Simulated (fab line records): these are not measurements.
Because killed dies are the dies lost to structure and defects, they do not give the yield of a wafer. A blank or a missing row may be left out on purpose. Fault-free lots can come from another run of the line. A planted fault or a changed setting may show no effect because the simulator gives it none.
A struck lot beside a sound one    flow rit cmos    14 out of 202 route steps
Sound: wafers L685.2, L685.5, L685.6. Struck: wafers L688.1, L688.3, L688.4. The cause is given at the end.
Each step with rows lists, per side, the tool, then ch with its chambers, then its first start. Under that, the readings that differ: sound wafers    struck wafers    difference of the means    sigmas: that difference in standard deviations of wafers without a fault.
alike: words and numbers the same on both sides, and readings whose means are apart by under 2 such deviations; not compared: readings that were withheld, readings missing a value for some wafer, numbers with overlapping values and no deviation given by the record, and bounds like >300 which may hide the same value.
Wherever a step has rows on one side only, a row that says differs or no value, or a row with sigmas, the two part there. Non-overlapping numbers with no deviation appear without sigmas and do not part them. A reading missing from all wafers of one side parts the sides only when that side holds two or more wafers.

first, 4 steps without rows for these wafers: RIT_PLDD_SOFTBAKE_02 (time 60 s); RIT_PLDD_EXPOSE_03 (exposes mask M8, target cd 40900 nm); RIT_PLDD_PEB_04; RIT_PLDD_DEVELOP_05 (develop time 50 s).
RIT_PLDD_OVL_MEAS_06:
  sound: overlay-01 at day 4 20:40; struck: overlay-02 at day 5 13:09
  alike: PLDD_OVL
then, 2 steps without rows for these wafers: RIT_PLDD_HARDBAKE_07 (time 60 s); RIT_PLDD_IMPLANT_08.
RIT_PLDD_STRIP_09: strips in O2, time 180 s.
  sound on plasma asher-01 ch 0,1, day 4 20:59; struck on plasma asher-02 ch 0,1, day 5 13:29
  alike: drypump motor current A
  not compared: rf hours counter h
RIT_PLDD_TW_MEAS_10:
  sound: film metro-04 at day 4 21:11; struck: film metro-01 at day 5 13:40
  alike: PLDD_TW
then, 3 steps without rows for these wafers: RIT_SPACER_CLEAN_00 (cleans in SC1, time 600 s); RIT_SPACER_CLEAN_01 (cleans in dHF, time 30 s); RIT_SPACER_CLEAN_02 (cleans in SC2, time 600 s).
RIT_SPACER_CVD_03: deposits Si3N4 from SiH2Cl2/NH3, target thk 250 nm, time 3300 s.
  sound on lpcvd-02 ch 1, day 4 21:38; struck on lpcvd-02 ch 0, day 5 14:26
  no value came back on the struck wafers for nh3 flow sccm (sccm), pressure mtorr (mTorr), spike tc source C (C), susceptor temp C (C); on the sound wafers nh3 flow sccm (sccm) reads 149.6 149.9 149.5
RIT_M1_PROBE_99:
  the record holds rows for the sound wafers here (prober-02, day 5 11:04) but none for the struck ones

== WHERE THEY PART ==
At RIT_SPACER_CVD_03 first; at RIT_M1_PROBE_99 last (within this record only).

WHY: whatever the simulator had introduced
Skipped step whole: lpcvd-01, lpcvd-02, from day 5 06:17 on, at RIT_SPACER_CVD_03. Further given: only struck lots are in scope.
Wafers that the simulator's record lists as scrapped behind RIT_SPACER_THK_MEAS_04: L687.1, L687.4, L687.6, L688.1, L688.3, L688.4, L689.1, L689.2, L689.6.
